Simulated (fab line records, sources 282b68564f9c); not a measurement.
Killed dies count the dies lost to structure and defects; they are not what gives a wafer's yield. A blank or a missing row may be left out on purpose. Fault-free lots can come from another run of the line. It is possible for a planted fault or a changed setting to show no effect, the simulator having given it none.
Matching of chambers :: flow rit cmos :: RIT_GATE_ETCH_19 on rie si-01 has 4 sister chambers
The step etches poly-Si in SF6/CHF3/O2, stops on SiO2, time 165 s, target depth 312.5 nm. 16 wafers are shown with their chamber, then 8 later ones without.

WAFERS WITH THEIR CHAMBER
wafer: L779.3
chamber: 0
throttle valve pct (%): 10.02
drypump motor current A (A): 6.0
oes product au (a.u.): 0.854

wafer: L779.4
chamber: 3
throttle valve pct (%): 10.38
drypump motor current A (A): 6.1
oes product au (a.u.): 0.872

wafer: L779.5
chamber: 3
throttle valve pct (%): 10.38
drypump motor current A (A): 6.1
oes product au (a.u.): 0.884

wafer: L781.2
chamber: 1
throttle valve pct (%): 10.17
drypump motor current A (A): 5.5
oes product au (a.u.): 0.862

wafer: L781.3
chamber: 2
throttle valve pct (%): 10.14
drypump motor current A (A): 6.0
oes product au (a.u.): 0.865

wafer: L781.4
chamber: 0
throttle valve pct (%): 10.03
drypump motor current A (A): 5.9
oes product au (a.u.): 0.861

wafer: L783.1
chamber: 1
throttle valve pct (%): 10.17
drypump motor current A (A): 5.5
oes product au (a.u.): 0.849

wafer: L783.3
chamber: 2
throttle valve pct (%): 10.17
drypump motor current A (A): 6.1
oes product au (a.u.): 0.851

wafer: L783.6
chamber: 1
throttle valve pct (%): 10.17
drypump motor current A (A): 5.5
oes product au (a.u.): 0.855

wafer: L787.3
chamber: 0
throttle valve pct (%): 10.01
drypump motor current A (A): 6.0
oes product au (a.u.): 0.861

wafer: L787.4
chamber: 3
throttle valve pct (%): 10.39
drypump motor current A (A): 6.1
oes product au (a.u.): 0.881

wafer: L787.6
chamber: 2
throttle valve pct (%): 10.15
drypump motor current A (A): 6.1
oes product au (a.u.): 0.861

wafer: L789.2
chamber: 2
throttle valve pct (%): 10.16
drypump motor current A (A): 6.0
oes product au (a.u.): 0.848

wafer: L789.4
chamber: 0
throttle valve pct (%): 10.01
drypump motor current A (A): 6.0
oes product au (a.u.): 0.859

wafer: L789.5
chamber: 1
throttle valve pct (%): 10.17
drypump motor current A (A): 5.5
oes product au (a.u.): 0.860

wafer: L795.4
chamber: 2
throttle valve pct (%): 10.16
drypump motor current A (A): 6.0
oes product au (a.u.): 0.860

SIGNATURES, as means of the wafers listed above
reading: throttle valve pct
chamber 0: 10.0175
chamber 1: 10.1700
chamber 2: 10.1560
chamber 3: 10.3833
scatter within a chamber: 0.00847

reading: drypump motor current A
chamber 0: 5.975
chamber 1: 5.500
chamber 2: 6.040
chamber 3: 6.100
scatter within a chamber: 0.0403

reading: oes product au
chamber 0: 0.85875
chamber 1: 0.85650
chamber 2: 0.85700
chamber 3: 0.87900
scatter within a chamber: 0.0059
Rule: distance of a wafer from a chamber = root of the sum over the readings of ((wafer's reading minus chamber's mean) / reading's scatter) squared. If the next closest chamber is less than 2 further off than the closest, the wafer can't be placed; otherwise it belongs to the closest. How the scatter is found: for the shown wafers, subtract from each reading the mean of its chamber, square and add these, divide the total by (wafers less chambers), then take the root.

WAFERS WITH NO CHAMBER GIVEN
wafer: L795.5
throttle valve pct (%): 10.01
drypump motor current A (A): 6.0
oes product au (a.u.): 0.851

wafer: L795.6
throttle valve pct (%): 10.16
drypump motor current A (A): 6.0
oes product au (a.u.): 0.849

wafer: L797.1
throttle valve pct (%): 10.01
drypump motor current A (A): 6.0
oes product au (a.u.): 0.846

wafer: L797.4
throttle valve pct (%): 10.17
drypump motor current A (A): 5.5
oes product au (a.u.): 0.847

wafer: L797.6
throttle valve pct (%): 9.99
drypump motor current A (A): 6.0
oes product au (a.u.): 0.839

wafer: L801.1
throttle valve pct (%): 10.38
drypump motor current A (A): 6.1
oes product au (a.u.): 0.822

wafer: L801.4
throttle valve pct (%): 10.01
drypump motor current A (A): 6.0
oes product au (a.u.): 0.852

wafer: L801.5
throttle valve pct (%): 10.17
drypump motor current A (A): 5.5
oes product au (a.u.): 0.849

EACH ONE'S CHAMBER
wafer: L795.5
from the rows above: 0
in truth: 0

wafer: L795.6
from the rows above: 2
in truth: 2

wafer: L797.1
from the rows above: 0
in truth: 0

wafer: L797.4
from the rows above: 1
in truth: 1

wafer: L797.6
from the rows above: 0
in truth: 0

wafer: L801.1
from the rows above: 3
in truth: 3

wafer: L801.4
from the rows above: 0
in truth: 0

wafer: L801.5
from the rows above: 1
in truth: 1
Correct placement for 8 of the 8. Left unplaced by these rows: 0. 0 placed wrongly.
